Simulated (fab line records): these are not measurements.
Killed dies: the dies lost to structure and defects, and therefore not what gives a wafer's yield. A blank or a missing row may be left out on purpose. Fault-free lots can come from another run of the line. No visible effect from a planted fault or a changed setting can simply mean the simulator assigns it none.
What tool caused it? + flow rit cmos + 13 lots with 39 wafers sampled at 2 steps, on a route of 202 steps

WHAT EACH GAUGE READ, for each wafer
RIT_GATE_CD_MEAS_16: target cd 150 nm.
| lot  | measured    | on        | cd nm (nm)        |
|------|-------------|-----------|-------------------|
| L647 | day 2 23:28 | cd sem-01 | 142.7 148.6 148.1 |
| L649 | day 3 03:23 | cd sem-02 | 146.1 145.3 145.9 |
| L650 | day 3 06:02 | cd sem-02 | 151.5 149.6 150.4 |
| L653 | day 3 20:32 | cd sem-02 | 148.2 151.5 152.1 |
| L654 | day 4 00:46 | cd sem-01 | 152.3 151.7 154.3 |
| L656 | day 4 10:53 | cd sem-01 | 149.8 148.8 147.5 |
| L657 | day 4 15:53 | cd sem-02 | 147.8 148.8 148.6 |
| L658 | day 4 21:24 | cd sem-02 | 151.2 152.4 150.1 |
| L659 | day 5 02:07 | cd sem-02 | 153.3 153.2 154.7 |
| L660 | day 5 09:23 | cd sem-02 | 146.3 145.4 146.8 |
| L662 | day 5 19:53 | cd sem-01 | 149.4 148.5 149.3 |
| L668 | day 7 09:46 | cd sem-01 | 135.6 72.9 103.1  |
| L669 | day 7 15:13 | cd sem-02 | 148.0 146.6 147.8 |

EACH LOT AND THE TOOL THAT RAN IT (in order: tool; ch and the chambers of the sampled wafers; start)
| lot  | RIT_GATE_EXPOSE_13                 |
|------|------------------------------------|
| L647 | iline stepper-02 ch 0, day 2 23:04 |
| L649 | iline stepper-01 ch 0, day 3 02:50 |
| L650 | iline stepper-01 ch 0, day 3 05:38 |
| L653 | iline stepper-01 ch 0, day 3 20:08 |
| L654 | iline stepper-01 ch 0, day 4 00:22 |
| L656 | iline stepper-02 ch 0, day 4 10:29 |
| L657 | iline stepper-02 ch 0, day 4 15:19 |
| L658 | iline stepper-01 ch 0, day 4 20:59 |
| L659 | iline stepper-02 ch 0, day 5 01:29 |
| L660 | iline stepper-02 ch 0, day 5 08:59 |
| L662 | iline stepper-01 ch 0, day 5 19:29 |
| L668 | iline stepper-01 ch 0, day 7 09:20 |
| L669 | iline stepper-02 ch 0, day 7 14:49 |
- RIT_GATE_EXPOSE_13: exposes mask M6, target cd 150 nm.

WHAT THE TOOLS THEMSELVES READ (means of the sampled wafers that have a number; where no wafer has one, the mark that the record gives instead)
RIT_GATE_EXPOSE_13.
| lot  | tool             | exposure dose mJ cm2 |
|------|------------------|----------------------|
| L647 | iline stepper-02 | 379.5                |
| L649 | iline stepper-01 | 380.0                |
| L650 | iline stepper-01 | 380.3                |
| L653 | iline stepper-01 | 380.1                |
| L654 | iline stepper-01 | 379.8                |
| L656 | iline stepper-02 | 379.6                |
| L657 | iline stepper-02 | 380.1                |
| L658 | iline stepper-01 | 379.5                |
| L659 | iline stepper-02 | 379.3                |
| L660 | iline stepper-02 | 379.9                |
| L662 | iline stepper-01 | 380.3                |
| L668 | iline stepper-01 | 368.6                |
| L669 | iline stepper-02 | 379.3                |

THE ANSWER, worked out from the rows above alone
Rule: usual is defined by the lots themselves. The widest of any qualifying gaps counts: lots, ordered by their means at a reading, are off when they make up no more than a third of the lots, leave a main group of 4 or more, and stand apart from it by 3 or more times the standard deviation of that group's means. The tables above print the reading to a certain number of digits; a main group whose means all agree to those digits is not used. A lot without any number at a reading at which 4 lots or more have one is off too. All remaining lots with rows at the step are treated as sound. After the gauges, taken in route order, come the tools' own readings; for these a lot's mean is taken, as printed above. At the first step where some lot is off, the reading lying furthest off is the one used; lots without a number count as furthest.
Off: L668, at RIT_GATE_CD_MEAS_16 (cd nm). For the main group the mean is 149.2 nm and the standard deviation 2.5.
If a tool, at a process step before that reading, ran all the lots that are off and no sound lot after the first of them, it fits. The gauges at RIT_GATE_CD_MEAS_16 aren't tried: what is off there is off at RIT_GATE_EXPOSE_13 too, on other tools, and a gauge's error can't cause that. One fits: iline stepper-01 at RIT_GATE_EXPOSE_13. A fault onset in the window from L662 (day 5 19:29, its last sound lot) to L668 (day 7 09:20, its first lot off) fits.
On the lots that are off, the tool's own readings at RIT_GATE_EXPOSE_13 differ by more than 5 times the standard deviation of the sound lots' means, which bears it out; exposure dose mJ cm2 reads 368.6 there versus 379.8 on the sound lots.

WHAT THE SIMULATOR PUT IN
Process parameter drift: iline stepper-01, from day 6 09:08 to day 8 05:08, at RIT_GATE_EXPOSE_13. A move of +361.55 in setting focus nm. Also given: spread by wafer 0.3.
Lots struck among those shown: L668. The same result came from the rule above.
